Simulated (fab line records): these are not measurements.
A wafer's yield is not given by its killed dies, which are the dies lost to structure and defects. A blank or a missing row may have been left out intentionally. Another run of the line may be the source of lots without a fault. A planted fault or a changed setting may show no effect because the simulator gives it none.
Which tool did it? || flow berkeley_cmos170 || Sampling: 14 lots, 42 wafers, 2 of 331 route steps

== WHAT EACH GAUGE READ, for each wafer ==
UCB170_GATE_CD_MEAS_12: target cd 350 nm. Usual: 349.7 nm for cd_nm, sd 1.4.
{"lot": "L421", "measured": "day 7 02:55", "on": "cd_sem-02", "cd_nm (nm)": "350.4 349.8 349.6", "flag": ""}
{"lot": "L422", "measured": "day 7 11:21", "on": "cd_sem-02", "cd_nm (nm)": "349.9 351.0 350.4", "flag": ""}
{"lot": "L423", "measured": "day 7 11:41", "on": "cd_sem-01", "cd_nm (nm)": "348.8 350.9 349.2", "flag": ""}
{"lot": "L425", "measured": "day 8 01:35", "on": "cd_sem-02", "cd_nm (nm)": "347.5 348.0 347.8", "flag": ""}
{"lot": "L424", "measured": "day 8 02:20", "on": "cd_sem-01", "cd_nm (nm)": "348.2 348.5 348.9", "flag": ""}
{"lot": "L428", "measured": "day 8 17:37", "on": "cd_sem-01", "cd_nm (nm)": "349.8 349.6 350.1", "flag": ""}
{"lot": "L427", "measured": "day 8 17:52", "on": "cd_sem-01", "cd_nm (nm)": "348.6 350.0 348.3", "flag": ""}
{"lot": "L426", "measured": "day 8 18:10", "on": "cd_sem-02", "cd_nm (nm)": "351.2 351.7 350.1", "flag": ""}
{"lot": "L430", "measured": "day 9 12:59", "on": "cd_sem-01", "cd_nm (nm)": "348.2 346.3 347.0", "flag": ""}
{"lot": "L431", "measured": "day 9 13:14", "on": "cd_sem-02", "cd_nm (nm)": "348.4 349.9 350.4", "flag": ""}
{"lot": "L432", "measured": "day 10 09:40", "on": "cd_sem-02", "cd_nm (nm)": "351.0 351.1 350.4", "flag": ""}
{"lot": "L436", "measured": "day 11 12:41", "on": "cd_sem-01", "cd_nm (nm)": "351.5 351.7 352.4", "flag": ""}
{"lot": "L441", "measured": "day 11 19:41", "on": "cd_sem-01", "cd_nm (nm)": "361.5 361.4 362.6", "flag": "OFF"}
{"lot": "L442", "measured": "day 12 14:39", "on": "cd_sem-02", "cd_nm (nm)": "361.0 360.2 361.1", "flag": "OFF"}

== EACH LOT AND THE TOOL THAT RAN IT (in order: tool; ch and the chambers of the sampled wafers; start) ==
{"lot": "L421", "UCB170_GATE_SOFTBAKE_08": "litho_track-04 ch 0, day 7 01:00"}
{"lot": "L422", "UCB170_GATE_SOFTBAKE_08": "litho_track-03 ch 0, day 7 10:00"}
{"lot": "L423", "UCB170_GATE_SOFTBAKE_08": "litho_track-01 ch 0, day 7 11:00"}
{"lot": "L425", "UCB170_GATE_SOFTBAKE_08": "litho_track-03 ch 0, day 8 01:00"}
{"lot": "L424", "UCB170_GATE_SOFTBAKE_08": "litho_track-01 ch 0, day 8 01:00"}
{"lot": "L428", "UCB170_GATE_SOFTBAKE_08": "litho_track-03 ch 0, day 8 16:00"}
{"lot": "L427", "UCB170_GATE_SOFTBAKE_08": "litho_track-04 ch 0, day 8 16:00"}
{"lot": "L426", "UCB170_GATE_SOFTBAKE_08": "litho_track-01 ch 0, day 8 16:00"}
{"lot": "L430", "UCB170_GATE_SOFTBAKE_08": "litho_track-04 ch 0, day 9 12:00"}
{"lot": "L431", "UCB170_GATE_SOFTBAKE_08": "litho_track-01 ch 0, day 9 12:00"}
{"lot": "L432", "UCB170_GATE_SOFTBAKE_08": "litho_track-03 ch 0, day 10 08:00"}
{"lot": "L436", "UCB170_GATE_SOFTBAKE_08": "litho_track-03 ch 0, day 11 11:00"}
{"lot": "L441", "UCB170_GATE_SOFTBAKE_08": "litho_track-01 ch 0, day 11 18:00"}
{"lot": "L442", "UCB170_GATE_SOFTBAKE_08": "litho_track-01 ch 0, day 12 13:00"}
- UCB170_GATE_SOFTBAKE_08: time 60 s.

== WHAT THE TOOLS THEMSELVES READ (means of the sampled wafers that have a number; where no wafer has one, the mark that the record gives instead) ==
UCB170_GATE_SOFTBAKE_08. Usual: heater_power_total_W 56.80 W, standard deviation 0.049; run_length_s 89.1 s, standard deviation 0.31.
{"lot": "L421", "tool": "litho_track-04", "heater_power_total_W (W)": 56.82, "run_length_s (s)": 89.1, "flag": ""}
{"lot": "L422", "tool": "litho_track-03", "heater_power_total_W (W)": 56.82, "run_length_s (s)": 88.7, "flag": ""}
{"lot": "L423", "tool": "litho_track-01", "heater_power_total_W (W)": 56.76, "run_length_s (s)": 89.5, "flag": ""}
{"lot": "L425", "tool": "litho_track-03", "heater_power_total_W (W)": 56.79, "run_length_s (s)": 88.8, "flag": ""}
{"lot": "L424", "tool": "litho_track-01", "heater_power_total_W (W)": 56.83, "run_length_s (s)": 89.3, "flag": ""}
{"lot": "L428", "tool": "litho_track-03", "heater_power_total_W (W)": 56.82, "run_length_s (s)": 88.7, "flag": ""}
{"lot": "L427", "tool": "litho_track-04", "heater_power_total_W (W)": 56.83, "run_length_s (s)": 89.1, "flag": ""}
{"lot": "L426", "tool": "litho_track-01", "heater_power_total_W (W)": 56.82, "run_length_s (s)": 89.4, "flag": ""}
{"lot": "L430", "tool": "litho_track-04", "heater_power_total_W (W)": 56.78, "run_length_s (s)": 89.2, "flag": ""}
{"lot": "L431", "tool": "litho_track-01", "heater_power_total_W (W)": 56.71, "run_length_s (s)": 89.4, "flag": ""}
{"lot": "L432", "tool": "litho_track-03", "heater_power_total_W (W)": 56.78, "run_length_s (s)": 88.7, "flag": ""}
{"lot": "L436", "tool": "litho_track-03", "heater_power_total_W (W)": 56.80, "run_length_s (s)": 88.7, "flag": ""}
{"lot": "L441", "tool": "litho_track-01", "heater_power_total_W (W)": 70.55, "run_length_s (s)": 56.6, "flag": "OFF"}
{"lot": "L442", "tool": "litho_track-01", "heater_power_total_W (W)": 70.56, "run_length_s (s)": 56.7, "flag": "OFF"}

== THE ANSWER, worked out from the rows above alone ==
Rule: a lot counts as off when the mean over its wafers that have a number is more than 3 standard deviations away from the usual mean. Also off: a lot with no number at a reading for which 4 or more lots have one. Any other lot the step has rows for is counted as sound. The gauges are gone through in route order, then the tools' own readings, and for those a lot's mean is taken as printed above. The first step at which some lot is off is used, and at that step the reading that is off furthest; a lot without a number counts as furthest.
Off: L441, L442, at UCB170_GATE_CD_MEAS_12 (cd_nm).
If a tool, at a process step before that reading, ran all the lots that are off and no sound lot after the first of them, it fits. The gauges at UCB170_GATE_CD_MEAS_12 aren't tried: what is off there is off at UCB170_GATE_SOFTBAKE_08 too, on other tools, and a gauge's error can't cause that. One fits: litho_track-01 at UCB170_GATE_SOFTBAKE_08. Its last sound lot is L431 (day 9 12:00), its first lot that is off L441 (day 11 18:00): a fault that began between those two fits.
The tool's own readings at UCB170_GATE_SOFTBAKE_08 bear it out: on the lots that are off they differ by more than 5 times the standard deviation of the sound lots' means. heater_power_total_W reads 70.56 W there against 56.80 W on the sound lots; run_length_s reads 56.7 s there against 89.0 s on the sound lots.

== WHAT HAD BEEN PUT IN BY THE SIMULATOR ==
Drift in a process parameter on litho_track-01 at UCB170_GATE_SOFTBAKE_08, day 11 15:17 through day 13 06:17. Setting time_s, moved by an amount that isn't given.
Struck lots among those shown: L441, L442. The same result came from the rule above.
